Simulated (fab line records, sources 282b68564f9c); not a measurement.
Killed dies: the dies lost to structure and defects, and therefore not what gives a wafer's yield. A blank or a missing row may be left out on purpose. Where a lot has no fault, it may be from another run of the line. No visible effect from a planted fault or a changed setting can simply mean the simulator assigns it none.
Problem report in the 8D (eight disciplines) form, filled by code ; flow rit_cmos ; the parts of the form that need people (team, actions taken, sign-off) are left out

1. WHAT IS WRONG
spin_speed_rpm at RIT_ACTIVE_COAT_06 reads a mean of 3146.6 rpm on 9 wafers of 3 lots; wafers without a fault read 3250.3 rpm with a standard deviation of 2.5. That is -41 standard deviations from the usual mean.
The step: resist thk 1000 nm.
First observed at day 3 13:11: wafer L197.2, on litho_track-01. The record holds 21 wafers of 7 lots with a number at this step. Rule for "out", or "out of limits": more than 4 standard deviations from the usual mean. The other wafers with a number count as sound.

2. WHAT THIS IS AND IS NOT
question;is;is not
which readings at this step;spin_speed_rpm;dispense_pressure_kPa, exhaust_pa
which lots;L197, L198, L200;L190, L194, L206, L208
which wafers of those lots;all that have a number;-
read on which tools;litho_track-01;litho_track-04
when;from day 3 13:11;"up to then (6 sound wafers); but 6 sound wafers of L206, L208 came after"

3. SUSPECTS, AND WHAT RULES EACH OUT
Counting: a tool at any process step up to the reading remains a suspect when it ran all the lots that are out and ran no sound lot after the first of those.
- litho_track-01 at RIT_ACTIVE_COAT_06 (resist thk 1000 nm): kept. All lots that are out passed through it, beginning with L197 at day 3 13:11, and no sound lot followed; its final sound lot before that point was L190 at day 2 01:39. On those wafers its own readings are out: spin_speed_rpm.
The count leaves litho_track-01 at RIT_ACTIVE_COAT_06.

4. THE CAUSE (what the simulator had put in)
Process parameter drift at RIT_ACTIVE_COAT_06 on litho_track-01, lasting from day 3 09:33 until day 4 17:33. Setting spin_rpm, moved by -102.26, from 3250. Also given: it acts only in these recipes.
Counting left only this tool.

5. THE CHAIN OF EFFECTS, in route order
One row per reading whose mean, taken over the struck wafers that have a number, lies over 3 standard deviations from the usual. Only readings for which the record gives a usual standard deviation are gone through. hours: the time from each lot's start at the first step in this table that gives one to its start at this step, as a median over the lots. sigmas: the change in usual standard deviations.
hours;step;reading;usual;on struck wafers;change;sigmas
0;RIT_ACTIVE_COAT_06;spin_speed_rpm;3250.3 rpm;3146.6;-103.7;-41
The process steps in it:
- RIT_ACTIVE_COAT_06: resist thk 1000 nm.
At these later measuring or inspecting steps, every struck wafer for which the step has a row has a number for every such reading, and none has moved that far: RIT_ACTIVE_CD_MEAS_11.

6. WHAT WOULD HAVE CAUGHT IT SOONER
In this record no reading fell out of limits until day 3 13:11, 4 hours after the fault had begun at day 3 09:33.
